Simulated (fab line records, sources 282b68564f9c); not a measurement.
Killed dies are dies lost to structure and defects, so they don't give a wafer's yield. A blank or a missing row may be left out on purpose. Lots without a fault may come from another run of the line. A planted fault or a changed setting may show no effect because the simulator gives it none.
fab line records | flow rit_cmos
record lots=14 wafers=42 last_day=6
route steps=202 shown PWELL@47 M1@202
lots that met no fault: from a run of the same line without faults
start_h: hours from the record's first day to the start of the lot's first wafer shown | wait_h: hours since the lot's step before | " the same as in the row above | L1.1+2: a row that stands for several wafers | - no value, or no start given | * or withheld: withheld | < > ~ a bound
route shown NAME@n: a module of which the file shows steps, and the number in the route of the first | usual: mean/standard deviation of fault-free wafers | same: alike in all rows | chamber/n: place in a boat | sites: the reading at each site | _std_site: their standard deviation | _edge_site: outer sites' mean less inner sites' | radius_mm: how far each site lies from the wafer's centre | mask NAME#n: copy n | behind: the tool/chamber that last shaped the wafer | hold: why the lot was held/for how many hours/how that ended | device: the transistor (n, p or np) that didn't switch | end of line: the same wafers' tests at the end of the route | a step without rows: its recipe alone | killed: dies lost to structure and defects at the first sort, not the wafer's yield | map: a wafer's dies, x killed, . not, _ none there
set.NAME: the setting as run; set.NAME@STEP: as run at that earlier step | model.NAME: the simulator's own value behind a step, which no gauge read
steps of the route over a sample of lots; a table a step, a row a wafer
services: from which hour (start_h, from the record's first day; less than 0 if before it) a tool's chamber was out of use, for how many hours, and why
## steps
# step RIT_PWELL_IMPLANT_08
# recipe species=B energy_kev=170 dose_cm2=7e+13 tilt_deg=7
# columns lot.wafer tool chamber start_h wait_h
L819.2+4+6 implanter-04 0 31.35 0.2
L820.1+2+3 implanter-02 0 32.72 0.2
L821.2+4+5 implanter-04 0 34.98 0.2
L822.1+2+5 implanter-04 0 38.99 0.2
L823.3+4+5 implanter-01 0 43.71 0.2
L824.4+5+6 implanter-02 0 48.72 0.2
L825.2+3+6 implanter-02 0 52.96 0.2
L826.1+2+6 implanter-04 0 56.96 0.2
L827.3+5+6 implanter-01 0 62.66 0.2
L827.3+5+6 implanter-01 0 62.97 0.3
L828.1+2+6 implanter-02 0 67.16 0.2
L831.1+4+6 implanter-01 0 82.27 0.2
L832.2+3+6 implanter-04 0 87.07 0.2
L832.2+3+6 implanter-04 0 87.39 0.3
L835.3+4+6 implanter-02 0 102.17 0.2
L835.3+4+6 implanter-02 0 102.49 0.3
L838.1+2+3 implanter-04 0 117.34 0.2
# step RIT_PWELL_TW_MEAS_10
# usual PWELL_TW=944/12
# columns lot.wafer tool chamber start_h wait_h PWELL_TW
L819.2 film_metro-02 - 31.66 0.1 962
L819.4 " - " " 964
L819.6 " - " " 964
L820.1 film_metro-04 - 33.04 0.1 930
L820.2 " - " " 932
L820.3 " - " " 934
L821.2 film_metro-03 - 35.29 0.1 956
L821.4 " - " " 959
L821.5 " - " " 949
L822.1 film_metro-04 - 39.32 0.1 926
L822.2 " - " " 933
L822.5 " - " " 930
L823.3 film_metro-03 - 44.00 0.1 953
L823.4 " - " " 956
L823.5 " - " " 955
L824.4 film_metro-04 - 49.00 0.1 937
L824.5 " - " " 943
L824.6 " - " " 939
L825.2 film_metro-03 - 53.27 0.1 965
L825.3 " - " " 962
L825.6 " - " " 959
L826.1 film_metro-03 - 57.29 0.1 962
L826.2 " - " " 960
L826.6 " - " " 962
L827.3 film_metro-04 - 63.27 0.1 1167
L827.5 " - " " 1170
L827.6 " - " " 1173
L828.1 film_metro-04 - 67.48 0.1 934
L828.2 " - " " 929
L828.6 " - " " 929
L831.1 film_metro-03 - 82.60 0.1 962
L831.4 " - " " 958
L831.6 " - " " 961
L832.2 film_metro-04 - 87.70 0.1 1158
L832.3 " - " " 1166
L832.6 " - " " 1165
L835.3 film_metro-03 - 102.78 0.1 1182
L835.4 " - " " 1181
L835.6 " - " " 1192
L838.1 film_metro-04 - 117.67 0.1 937
L838.2 " - " " 934
L838.3 " - " " 938
# step RIT_WELLDRIVE_RS_MEAS_02
# recipe thk_meas_gauge=four-point-probe
# usual PWELL_RS=429.2/1.7
# columns lot.wafer tool chamber start_h wait_h PWELL_RS[ohm/sq]
L819.2 film_metro-04 - 36.93 0.1 430.6
L819.4 " - " " 431.0
L819.6 " - " " 432.9
L820.1 film_metro-04 - 38.93 0.1 431.4
L820.2 " - " " 429.9
L820.3 " - " " 431.3
L821.2 film_metro-02 - 42.01 0.1 428.7
L821.4 " - " " 429.1
L821.5 " - " " 428.6
L822.1 film_metro-04 - 44.58 0.1 431.4
L822.2 " - " " 430.9
L822.5 " - " " 430.2
L823.3 film_metro-02 - 49.52 0.1 431.7
L823.4 " - " " 430.4
L823.5 " - " " 429.7
L824.4 film_metro-02 - 54.87 0.1 426.9
L824.5 " - " " 427.4
L824.6 " - " " 427.4
L825.2 film_metro-03 - 59.91 0.1 427.0
L825.3 " - " " 427.7
L825.6 " - " " 426.7
L826.1 film_metro-04 - 62.55 0.1 429.2
L826.2 " - " " 430.7
L826.6 " - " " 431.6
L827.3 film_metro-03 - 68.55 0.1 278.3
L827.5 " - " " 278.4
L827.6 " - " " 278.7
L828.1 film_metro-03 - 73.28 0.1 431.5
L828.2 " - " " 431.3
L828.6 " - " " 430.6
L831.1 film_metro-03 - 88.93 0.1 430.5
L831.4 " - " " 427.9
L831.6 " - " " 427.8
L832.2 film_metro-02 - 92.97 0.1 279.9
L832.3 " - " " 279.8
L832.6 " - " " 279.0
L835.3 film_metro-03 - 108.06 0.1 281.1
L835.4 " - " " 280.4
L835.6 " - " " 280.1
L838.1 film_metro-02 - 123.10 0.1 427.6
L838.2 " - " " 427.1
L838.3 " - " " 427.6
# step RIT_M1_PROBE_99
# usual killed_at_M0_to_M3=0.0/0.083 killed_at_contacts=0.0/0.22 killed_at_front_end=7/3.2 killed_dies=7/3.2 killed_on_rim=1.7/1.3 killed_open=3.2/2.1 killed_short=3.5/2.2
# same gross_dies=264 killed_at_M4_up=0 killed_at_back_side=0 killed_at_other=0
# columns lot.wafer tool chamber start_h wait_h killed_at_M0_to_M3 killed_at_contacts killed_at_front_end killed_dies killed_on_rim killed_open killed_short
L819.2 prober-02 - 66.19 0.1 0 0 12 12 4 10 2
L819.4 prober-02 - 66.29 0.2 0 0 8 8 1 4 4
L819.6 prober-02 - 66.39 0.2 0 0 10 10 3 4 6
L820.1 prober-01 - 68.67 0.1 0 0 10 10 5 8 2
L820.2 prober-01 - 68.72 0.1 0 0 0 0 0 0 0
L820.3 prober-01 - 68.77 0.2 0 0 5 5 0 4 1
L821.2 prober-02 - 72.37 0.1 0 0 7 7 2 3 4
L821.4 prober-02 - 72.47 0.2 0 0 4 4 0 2 2
L821.5 prober-02 - 72.52 0.2 0 0 7 7 3 1 6
L822.1 prober-01 - 74.26 0.1 0 0 8 8 2 2 6
L822.2 prober-01 - 74.31 0.1 1 0 7 8 4 3 5
L822.5 prober-01 - 74.46 0.2 0 0 8 8 3 2 6
L823.3 prober-02 - 78.48 0.2 0 0 6 6 1 4 2
L823.4 prober-02 - 78.53 0.2 0 0 10 10 3 2 8
L823.5 prober-02 - 78.58 0.2 0 0 5 5 2 2 3
L824.4 prober-01 - 85.10 0.2 0 0 4 4 2 3 1
L824.5 prober-01 - 85.15 0.2 0 0 7 7 0 2 5
L824.6 prober-01 - 85.20 0.2 0 0 5 5 0 2 3
L825.2 prober-02 - 87.74 0.1 0 0 7 7 1 3 4
L825.3 prober-02 - 87.79 0.2 0 0 4 4 0 1 3
L825.6 prober-02 - 87.94 0.2 0 0 7 7 2 3 4
L826.1 prober-01 - 91.67 0.1 0 0 3 3 0 2 1
L826.2 prober-01 - 91.72 0.1 0 1 7 8 1 4 4
L826.6 prober-01 - 91.92 0.2 0 0 4 4 0 3 1
L827.3 prober-02 - 97.72 0.2 0 0 6 6 3 5 1
L827.5 prober-02 - 97.82 0.2 0 0 4 4 1 3 1
L827.6 prober-02 - 97.87 0.2 0 0 5 5 1 3 2
L828.1 prober-01 - 101.30 0.1 0 0 9 9 1 3 6
L828.2 prober-01 - 101.35 0.1 0 0 4 4 3 2 2
L828.6 prober-01 - 101.55 0.2 0 0 9 9 3 3 6
L831.1 prober-02 - 117.52 0.1 0 0 5 5 3 2 3
L831.4 prober-02 - 117.67 0.2 0 0 4 4 1 3 1
L831.6 prober-02 - 117.77 0.2 0 0 5 5 1 2 3
L832.2 prober-01 - 121.62 0.1 0 0 5 5 2 4 1
L832.3 prober-01 - 121.67 0.2 0 0 6 6 2 2 4
L832.6 prober-01 - 121.82 0.2 0 0 10 10 4 4 6
L838.1 prober-01 - 153.67 0.1 0 0 9 9 2 5 4
L838.2 prober-01 - 153.72 0.1 0 0 8 8 1 4 4
L838.3 prober-01 - 153.77 0.2 0 0 7 7 2 1 5
# killed by level:class
L819.2 GATE:geometric_particle:open=3 REOX:geometric_particle:open=2 SPACER:geometric_particle:open=2 SILICIDE:geometric_particle:short=2 SILICIDE:geometric_particle:open=2 FOX1:geometric_particle:open=1
L819.4 GATE:geometric_particle:short=3 GATE:geometric_particle:open=3 FOX1:geometric_particle:short=1 SPACER:geometric_particle:open=1
L819.6 GATE:geometric_particle:open=4 GATE:geometric_particle:short=4 FOX1:geometric_particle:short=1 REOX:geometric_particle:short=1
L820.1 GATE:geometric_particle:open=5 SPACER:geometric_particle:open=2 GATE:geometric_particle:short=1 SPACER:geometric_particle:short=1 SILICIDE:geometric_particle:open=1
L820.3 GATE:geometric_particle:open=2 FOX2:geometric_particle:open=1 GATE:geometric_particle:short=1 REOX:geometric_particle:open=1
L821.2 GATE:geometric_particle:open=2 GATE:geometric_particle:short=2 FOX1:geometric_particle:short=1 SILICIDE:geometric_particle:short=1 SILICIDE:geometric_particle:open=1
L821.4 FOX1:geometric_particle:open=1 GATE:geometric_particle:short=1 SPACER:geometric_particle:open=1 SILICIDE:geometric_particle:short=1
L821.5 FOX2:geometric_particle:short=3 GATE:geometric_particle:short=2 GATE:geometric_particle:open=1 SILICIDE:geometric_particle:short=1
L822.1 SILICIDE:geometric_particle:short=3 GATE:geometric_particle:short=2 FOX1:geometric_particle:short=1 FOX1:geometric_particle:open=1 GATE:geometric_particle:open=1
L822.2 GATE:geometric_particle:short=2 SPACER:geometric_particle:short=2 FOX1:geometric_particle:open=1 GATE:geometric_particle:open=1 M1:geometric_particle:open=1 SILICIDE:geometric_particle:short=1
L822.5 GATE:geometric_particle:short=2 SPACER:geometric_particle:short=2 SILICIDE:geometric_particle:short=2 FOX2:geometric_particle:open=1 SPACER:geometric_particle:open=1
L823.3 GATE:geometric_particle:open=4 GATE:geometric_particle:short=1 SPACER:geometric_particle:short=1
L823.4 GATE:geometric_particle:short=5 SPACER:geometric_particle:short=3 FOX1:geometric_particle:open=1 SPACER:geometric_particle:open=1
L823.5 GATE:geometric_particle:short=2 FOX2:geometric_particle:short=1 GATE:geometric_particle:open=1 SPACER:geometric_particle:open=1
L824.4 GATE:geometric_particle:open=2 REOX:geometric_particle:open=1 SILICIDE:geometric_particle:short=1
L824.5 FOX1:geometric_particle:short=2 REOX:geometric_particle:short=2 FOX1:geometric_particle:open=1 FOX2:geometric_particle:short=1 GATE:geometric_particle:open=1
L824.6 GATE:geometric_particle:short=2 FOX2:geometric_particle:short=1 GATE:geometric_particle:open=1 REOX:geometric_particle:open=1
L825.2 GATE:geometric_particle:open=2 GATE:geometric_particle:short=2 REOX:geometric_particle:short=1 SILICIDE:geometric_particle:open=1 SILICIDE:geometric_particle:short=1
L825.3 FOX1:geometric_particle:open=1 GATE:geometric_particle:short=1 REOX:geometric_particle:short=1 SILICIDE:geometric_particle:short=1
L825.6 FOX1:geometric_particle:short=1 FOX2:geometric_particle:open=1 GATE:geometric_particle:short=1 GATE:geometric_particle:open=1 REOX:geometric_particle:short=1 SPACER:geometric_particle:short=1 SILICIDE:geometric_particle:open=1
L826.1 REOX:geometric_particle:short=1 REOX:geometric_particle:open=1 SILICIDE:geometric_particle:open=1
L826.2 GATE:geometric_particle:open=2 SILICIDE:geometric_particle:short=2 ACTIVE:geometric_particle:short=1 FOX2:geometric_particle:short=1 REOX:geometric_particle:open=1 CONTACT:geometric_particle:open=1
L826.6 FOX1:geometric_particle:open=1 GATE:geometric_particle:open=1 SILICIDE:geometric_particle:open=1 SILICIDE:geometric_particle:short=1
L827.3 GATE:geometric_particle:open=2 SILICIDE:geometric_particle:open=2 FOX1:geometric_particle:open=1 REOX:geometric_particle:short=1
L827.5 SPACER:geometric_particle:open=2 FOX1:geometric_particle:open=1 REOX:geometric_particle:short=1
L827.6 GATE:geometric_particle:open=2 FOX1:geometric_particle:open=1 GATE:geometric_particle:short=1 REOX:geometric_particle:short=1
L828.1 REOX:geometric_particle:short=3 FOX1:geometric_particle:open=1 GATE:geometric_particle:short=1 SILICIDE:geometric_particle:short=1 REOX:geometric_particle:open=1 SPACER:geometric_particle:short=1 SPACER:geometric_particle:open=1
L828.2 GATE:geometric_particle:short=2 REOX:geometric_particle:open=2
L828.6 SILICIDE:geometric_particle:short=5 GATE:geometric_particle:open=2 GATE:geometric_particle:short=1 REOX:geometric_particle:open=1
L831.1 FOX1:geometric_particle:short=1 GATE:geometric_particle:open=1 REOX:geometric_particle:open=1 SPACER:geometric_particle:short=1 SILICIDE:geometric_particle:short=1
L831.4 GATE:geometric_particle:open=2 GATE:geometric_particle:short=1 SPACER:geometric_particle:open=1
L831.6 SILICIDE:geometric_particle:open=2 GATE:geometric_particle:short=1 REOX:geometric_particle:short=1 SILICIDE:geometric_particle:short=1
L832.2 FOX1:geometric_particle:open=1 FOX2:geometric_particle:open=1 REOX:geometric_particle:open=1 SPACER:geometric_particle:open=1 SPACER:geometric_particle:short=1
L832.3 FOX1:geometric_particle:short=1 FOX2:geometric_particle:short=1 GATE:geometric_particle:open=1 REOX:geometric_particle:short=1 REOX:geometric_particle:open=1 SILICIDE:geometric_particle:short=1
L832.6 GATE:geometric_particle:short=2 SPACER:geometric_particle:open=2 SILICIDE:geometric_particle:short=2 FOX1:geometric_particle:open=1 FOX1:geometric_particle:short=1 FOX2:geometric_particle:short=1 SILICIDE:geometric_particle:open=1
L838.1 FOX1:geometric_particle:open=4 SPACER:geometric_particle:short=2 GATE:geometric_particle:open=1 GATE:geometric_particle:short=1 SILICIDE:geometric_particle:short=1
L838.2 FOX1:geometric_particle:open=2 REOX:geometric_particle:short=2 ACTIVE:geometric_particle:short=1 GATE:geometric_particle:open=1 REOX:geometric_particle:open=1 SPACER:geometric_particle:short=1
L838.3 FOX1:geometric_particle:short=2 GATE:geometric_particle:short=2 GATE:geometric_particle:open=1 SPACER:geometric_particle:short=1 PRETRO:coat_microbubble_printed=1
## services
# columns tool chamber start_h hours kind
implanter-01 - 83.52 4.2 pm
## key
first_sign step=RIT_PWELL_IMPLANT_08 reading=visit direction=added
effect step=RIT_PWELL_TW_MEAS_10 reading=PWELL_TW direction=up sigmas=19 usual=944 struck=1173
effect step=RIT_WELLDRIVE_RS_MEAS_02 reading=PWELL_RS direction=down sigmas=91 usual=429.2 struck=279.5
met_at RIT_PWELL_IMPLANT_08
struck_lots L827,L832,L835
rows_end L835.3,L835.4,L835.6
tester_left_out L827,L832
fault kind=repeated_step_whole tool=implanter-01,implanter-02,implanter-04 chamber=- onset_h=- steps=RIT_PWELL_IMPLANT_08 times=1 scope=struck_lots_only
# tester_left_out: of these lots the tester's yield and bins aren't shown, on N5 and GAA mostly nor the transistor test; their killed dies are dies lost to structure and defects alone, not to doping, threshold or leakage, so they don't give the yield
# rows_end: these wafers met a further fault down the route, and their rows from its step on are left out
